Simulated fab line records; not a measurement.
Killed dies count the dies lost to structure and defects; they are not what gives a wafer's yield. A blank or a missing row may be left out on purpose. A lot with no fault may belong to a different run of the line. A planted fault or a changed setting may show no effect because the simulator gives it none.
Problem report in the 8D (eight disciplines) form, filled by code ; flow ritCmos ; the parts of the form that need people (team, actions taken, sign-off) are left out

1. WHAT IS WRONG
Wafers free of any fault read 47.1 nm (standard deviation 1) for ACTIVE_OXIDE_THK at RIT_ACTIVE_THK_MEAS_02, against a mean of 72.0 nm on 6 wafers of 2 lots. That puts it +25 standard deviations away from the usual mean.
Earliest sighting: wafer L174.1 on filmMetro-01 at day 5 18:38. The record holds 42 wafers of 14 lots with a number at this step. Rule for "out" (also "out of limits"): further than 4 standard deviations from the usual mean. All remaining wafers that have a number are taken as sound.

2. WHAT IT IS AND WHAT IT IS NOT
question;is;is not
which readings at this step;ACTIVE_OXIDE_THK;-
which lots;L174, L175;L154, L155, L157, L159, L161, L163, L164, L165, L166, L168, L170, L176
which wafers of those lots;all that have a number;-
read on which gauges;filmMetro-01;filmMetro-03, filmMetro-04
when;from day 5 18:38;"up to then (33 sound wafers); but 3 sound wafers of L176 came after"

3. THE SUSPECTS, EACH WITH WHAT RULES IT OUT
Counting: a tool stays on the suspect list if, at a process step up to the reading, it processed all lots that are out and no sound lot following the first of them.
- the gauge at RIT_ACTIVE_THK_MEAS_02: kept. All the wafers that are out were read on filmMetro-01, and no step on other tools shows them out.
- furnace-03 at RIT_ACTIVE_OXIDATION_01 (target thk 46.8 nm, ox time 3360 s): kept. Every lot that is out went through it, starting with L174 (day 5 16:43), and after that it ran no sound lot; the last sound lot it ran before then is L161 (day 2 21:16).
The count leaves filmMetro-01 at RIT_ACTIVE_THK_MEAS_02 and furnace-03 at RIT_ACTIVE_OXIDATION_01.

4. THE CAUSE (what the simulator had put in)
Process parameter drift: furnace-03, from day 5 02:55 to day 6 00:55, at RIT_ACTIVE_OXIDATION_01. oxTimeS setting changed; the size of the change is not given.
Counting left 2 suspects, and this tool is among them.

5. THE CHAIN OF EFFECTS, in route order
Each row: a reading whose mean over the struck wafers that have a number lies more than 3 standard deviations from the usual. Scope: only readings with a usual standard deviation given in the record; hours: median across lots of the time from each lot's start at the first step in this table that gives one to its start at this step; sigmas: change in usual standard deviations.
hours;step;reading;usual;on struck wafers;change;sigmas
0;RIT_ACTIVE_THK_MEAS_02;ACTIVE_OXIDE_THK;47.1 nm;72.0;+24.9;+25
Later steps that measure or inspect, where all struck wafers having a row at the step show a number for every such reading and not one has moved that far: RIT_PRETRO_OVL_MEAS_06.

6. WHAT WOULD HAVE CAUGHT IT SOONER
In this record the first reading out of limits at a measuring or inspecting step was taken at day 5 18:38, 16 hours after the fault began at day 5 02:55.
Of the lots that are out (2), L175 began RIT_ACTIVE_OXIDATION_01 on furnace-03 after day 5 18:38. A tool hold placed at that time would have kept it from harm.
